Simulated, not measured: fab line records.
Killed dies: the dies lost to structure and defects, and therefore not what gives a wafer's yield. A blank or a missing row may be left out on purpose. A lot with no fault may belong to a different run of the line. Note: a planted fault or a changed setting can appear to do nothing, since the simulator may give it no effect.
One fault seen from 2 desks    flow berkeleyCmos170    only its own numbers are on each desk; what lay behind them is given at the end

== THE TOOL OWNER'S DESK: implanter-02 ==
The tool's own readings at UCB170_PFIELD_IMPLANT_07: means of the sampled wafers that have a number, for each lot that ran on this tool. Marked OUT: a lot whose mean sits more than 4 standard deviations from the usual mean, which makes it out of limits; the brackets give that distance.
Columns: A = beamEnergyKeV at UCB170_PFIELD_IMPLANT_07, usual 80.001; B = endStationPressureTorr at UCB170_PFIELD_IMPLANT_07, usual 5.06e-06 Torr
lot   first seen here  A                         B
L692  day 4 18:23      79.985                    4.94e-06
L697  day 5 12:41      79.965                    4.82e-06
L700  day 6 05:27      84.931 (+99 or more) OUT  4.86e-06
L702  day 6 12:53      84.942 (+99 or more) OUT  4.75e-06
This desk's finding: out of limits on L700, L702; first on L700, day 6 05:27 (beamEnergyKeV at UCB170_PFIELD_IMPLANT_07). L692, L697 stayed within limits.

== THE METROLOGY DESK ==
Lot by lot, what the gauges showed, no matter which tool ran the lot: averages of those sampled wafers that carry a number. Marked OUT: a lot whose mean sits more than 4 standard deviations from the usual mean, which makes it out of limits; the brackets give that distance.
Columns: A = ACTIVE_OVL at UCB170_ACTIVE_OVL_MEAS_14, usual 1 nm; B = cdNm at UCB170_ACTIVE_CD_MEAS_90, usual 1199.8 nm; C = PFIELD_OVL at UCB170_PFIELD_OVL_MEAS_06, usual 0 nm
lot   first seen here  A   B       C
L692  day 4 13:17      -1  1199.6  3
L697  day 5 09:02      2   1201.4  -1
L700  day 6 03:49      2   1199.2  7
L702  day 6 10:22      -5  1201.2  2
L704  day 6 21:15      -4  1200.4  -1
L707  day 7 11:52      1   1198.9  -3
Finding of this desk: none of the 6 lots has anything out of limits.

== PUT TOGETHER ==
On L700, L702, at day 6 05:27, an alarm was possible from the tool owner's desk.
Metrology desk: nothing out of limits seen.
The metrology desk has L700, L702 on record, within its limits.
The lots listed all ran UCB170_PFIELD_IMPLANT_07 on implanter-02.

== WHAT THE SIMULATOR HAD PUT IN ==
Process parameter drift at UCB170_PFIELD_IMPLANT_07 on implanter-02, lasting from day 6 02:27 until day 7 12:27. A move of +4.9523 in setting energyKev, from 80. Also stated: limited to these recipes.
Struck lots among those shown: L700, L702.
Hours from the fault's start to each desk's first reading out of limits: the tool owner's desk, 3.
